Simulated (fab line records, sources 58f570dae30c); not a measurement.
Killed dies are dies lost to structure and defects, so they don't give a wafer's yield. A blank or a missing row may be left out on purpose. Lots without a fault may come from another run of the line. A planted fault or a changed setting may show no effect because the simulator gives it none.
A struck lot beside a sound one | flow berkeley_cmos170 | 14 steps out of a route of 331
Sound: wafers L502.1, L502.2, L502.5. Struck: wafers L498.2, L498.4, L498.6. The cause comes at the end.
At each step with rows: each side's tool, then ch and its chambers, then its first start. Under that, the readings that differ: sound wafers | struck wafers | difference of the means | sigmas: that difference in standard deviations of wafers without a fault.
alike: readings whose means differ by less than 2 such deviations, and words and numbers that are the same on both sides. not compared: withheld readings, readings that some wafer has no value for, bounds like >300 that may hide the same value, and numbers for which the record gives no deviation and whose values overlap.
The two part at a step that has a row with sigmas, a row that says differs or no value, or rows on one side only. Numbers that don't overlap but have no deviation are shown without sigmas and don't part them. A reading that every wafer of one side lacks parts them only if that side has two wafers or more.

first, 1 step without rows for these wafers: UCB170_M1_ANNEAL_14 (time 1200 s).
UCB170_V1_CVD_00: deposits SiO2 from TEOS/O2, target thk 2000 nm, time 250 s.
  sound on pecvd-02 ch 0,1, day 9 01:52; struck on pecvd-02 ch 1,2, day 8 05:25
  alike: heater_power_w
UCB170_V1_THK_MEAS_01:
  sound on film_metro-02, day 9 02:01; struck on film_metro-01, day 8 05:34
  alike: V1_TEOS_THK
UCB170_V1_CMP_02: polishes SiO2.
  sound on cmp-02 ch 1,2,3, day 9 02:04; struck on cmp-01 ch 0,1,3, day 8 05:40
  alike: head_pressure_psi, motor_current_A
UCB170_V1_BOW_MEAS_03:
  sound on film_metro-04, day 9 02:22; struck on film_metro-04, day 8 05:56
  alike: V1_BOW
UCB170_V1_THK_MEAS_04:
  sound on film_metro-04, day 9 02:29; struck on film_metro-04, day 8 06:03
  alike: V1_POLISHED_THK
then, 6 steps without rows for these wafers: UCB170_V1_CLEAN_05 (cleans in DIW); UCB170_V1_HMDS_06 (prime time 60 s); UCB170_V1_COAT_07 (resist thk 900 nm); UCB170_V1_SOFTBAKE_08 (time 60 s); UCB170_V1_EXPOSE_09 (exposes mask VIA1, target cd 700 nm); UCB170_V1_PEB_10.
UCB170_V1_DEVELOP_11: develop time 45 s.
  sound on litho_track-04 ch 0, day 9 03:00; struck on litho_track-03, day 8 07:00
  no value came back on the struck wafers for chill_plate_temp_C (C), develop_time_s (s), resist_line_temp_C (C); on the sound wafers chill_plate_temp_C (C) reads 22.81 22.81 22.87
  reading                             | sound           | struck            | difference | sigmas
  model.KrF_of_V1_COAT_07.thk_nm (nm) | 883.7 884.5 886 | 900.5 896.6 898.8 | +13.9      |
UCB170_V1_CD_MEAS_12: target cd 700 nm.
  sound on cd_sem-02, day 9 04:05; struck on cd_sem-02, day 8 07:10
  reading    | sound             | struck | difference                    | sigmas
  cd_nm (nm) | 697.0 697.7 696.9 | - - -  | no value on the struck wafers |

WHERE THEY PART
First at UCB170_V1_DEVELOP_11; last, within this record, at UCB170_V1_CD_MEAS_12.

WHY: what the simulator had put in
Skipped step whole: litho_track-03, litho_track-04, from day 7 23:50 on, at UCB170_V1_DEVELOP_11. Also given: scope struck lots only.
